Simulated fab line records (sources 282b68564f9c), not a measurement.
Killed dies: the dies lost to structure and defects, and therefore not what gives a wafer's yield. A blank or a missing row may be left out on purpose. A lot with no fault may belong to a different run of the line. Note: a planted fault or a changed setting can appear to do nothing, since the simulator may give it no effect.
Tool commonality check	flow ritCmos	13 lots, 39 wafers sampled

== REASON IT WAS OPENED ==
At RIT_GATE_THK_MEAS_09 the reading GATE_POLY_THK is flagged on 1 of 13 lots. Wafers without a fault read 249.5 nm, standard deviation 1.9.
Rule: a lot is flagged in two cases, either no wafer of it has a number, or all its wafers with numbers fall more than 4 standard deviations from that mean. All remaining lots are regarded as sound.

lot	measured	on	GATE_POLY_THK (nm), wafer by wafer	flag
L291	day 2 12:37	filmMetro-02	250.8 250.1 252.4	
L292	day 2 16:31	filmMetro-03	248.5 250.0 248.6	
L295	day 3 07:43	filmMetro-03	246.4 245.7 248.8	
L296	day 3 13:26	filmMetro-04	249.3 251.4 250.8	
L297	day 3 18:02	filmMetro-03	249.2 248.6 248.7	
L298	day 4 04:35	filmMetro-03	251.5 249.7 249.9	
L299	day 4 08:07	filmMetro-04	250.0 249.3 249.7	
L301	day 4 16:41	filmMetro-03	249.2 249.1 248.6	
L303	day 5 01:00	filmMetro-02	251.8 252.1 250.4	
L304	day 5 05:07	filmMetro-03	243.8 247.5 246.7	
L308	day 6 01:45	filmMetro-02	252.1 250.6 250.4	
L312	day 6 21:40	filmMetro-03	265.7 268.6 266.4	FLAGGED
L313	day 7 01:22	filmMetro-04	252.7 250.1 249.6	
On average the flagged lots' numbers are 266.9 nm, which is +17.4 nm against the usual, or +9 standard deviations.

== LOT BY LOT: THE TOOL USED ==
Before the reading, the record contains 2 process steps out of a 202-step route. Read each cell as the tool, then ch plus the chambers that the sampled wafers visited, then the start.
lot	flag	RIT_ACTIVE_STRIP_14	RIT_GATE_CVD_08
L291		plasmaAsher-03 ch 0,1, day 1 14:50	lpcvd-02 ch 0, day 2 10:59
L292		plasmaAsher-04 ch 0,1, day 1 20:44	lpcvd-02 ch 1, day 2 14:53
L295		plasmaAsher-03 ch 0,1, day 2 10:58	lpcvd-02 ch 1, day 3 06:05
L296		plasmaAsher-04 ch 0,1, day 2 15:50	lpcvd-01 ch 0, day 3 11:00
L297		plasmaAsher-04 ch 0,1, day 2 21:10	lpcvd-01 ch 0, day 3 15:35
L298		plasmaAsher-02 ch 0, day 3 02:01	lpcvd-02 ch 1, day 4 02:58
L299		plasmaAsher-04 ch 0,1, day 3 07:24	lpcvd-02 ch 1, day 4 06:29
L301		plasmaAsher-03 ch 0,1, day 3 16:55	lpcvd-02 ch 0, day 4 15:04
L303		plasmaAsher-04 ch 0,1, day 4 04:22	lpcvd-01 ch 0, day 4 23:22
L304		plasmaAsher-04 ch 0,1, day 4 08:49	lpcvd-01 ch 0, day 5 03:29
L308		plasmaAsher-04 ch 0,1, day 5 04:08	lpcvd-01 ch 1, day 6 00:08
L312	FLAGGED	plasmaAsher-04 ch 0,1, day 5 23:50	lpcvd-02 ch 0, day 6 19:14
L313		plasmaAsher-02 ch 0,1, day 6 04:58	lpcvd-01 ch 0, day 6 23:45
What these steps do:
- RIT_ACTIVE_STRIP_14: strips in O2, time 180 s.
- RIT_GATE_CVD_08: deposits poly-Si from SiH4, target thk 250 nm, time 2220 s.
- RIT_GATE_THK_MEAS_09

== FLAGGED OVER TOTAL, TOOL BY TOOL (the gauges that took the reading come last) ==
step	tool	lots run	flagged	share of the flagged lots	sound lots run after its first flagged lot
RIT_ACTIVE_STRIP_14	plasmaAsher-02	2	0	none	-
RIT_ACTIVE_STRIP_14	plasmaAsher-03	3	0	none	-
RIT_ACTIVE_STRIP_14	plasmaAsher-04	8	1	all	0
RIT_GATE_CVD_08	lpcvd-01	6	0	none	-
RIT_GATE_CVD_08	lpcvd-02	7	1	all	0
RIT_GATE_THK_MEAS_09	filmMetro-02	3	0	none	-
RIT_GATE_THK_MEAS_09	filmMetro-03	7	1	all	0
RIT_GATE_THK_MEAS_09	filmMetro-04	3	0	none	-

== WHAT THE TABLE ALLOWS ==
Every flagged lot was run by 3 rows of the table: plasmaAsher-04 at RIT_ACTIVE_STRIP_14, lpcvd-02 at RIT_GATE_CVD_08 and filmMetro-03 at RIT_GATE_THK_MEAS_09.
- plasmaAsher-04 at RIT_ACTIVE_STRIP_14 ran 8 lots, 1 of them flagged. A fault beginning between L308 (day 5 04:08), its last sound lot, and L312 (day 5 23:50), its first flagged one, fits the data.
- lpcvd-02 at RIT_GATE_CVD_08 ran 7 lots, 1 of them flagged. A fault beginning between L301 (day 4 15:04), its last sound lot, and L312 (day 6 19:14), its first flagged one, fits the data.
- filmMetro-03 at RIT_GATE_THK_MEAS_09 ran 7 lots, 1 of them flagged. A fault beginning between L304 (day 5 05:07), its last sound lot, and L312 (day 6 21:40), its first flagged one, fits the data.
Counting lots can't tell these 3 tools apart, because each fits a fault that began at some hour. More lots, or a look at what each step does to the wafer, might.

== WHAT THE SIMULATOR PUT IN ==
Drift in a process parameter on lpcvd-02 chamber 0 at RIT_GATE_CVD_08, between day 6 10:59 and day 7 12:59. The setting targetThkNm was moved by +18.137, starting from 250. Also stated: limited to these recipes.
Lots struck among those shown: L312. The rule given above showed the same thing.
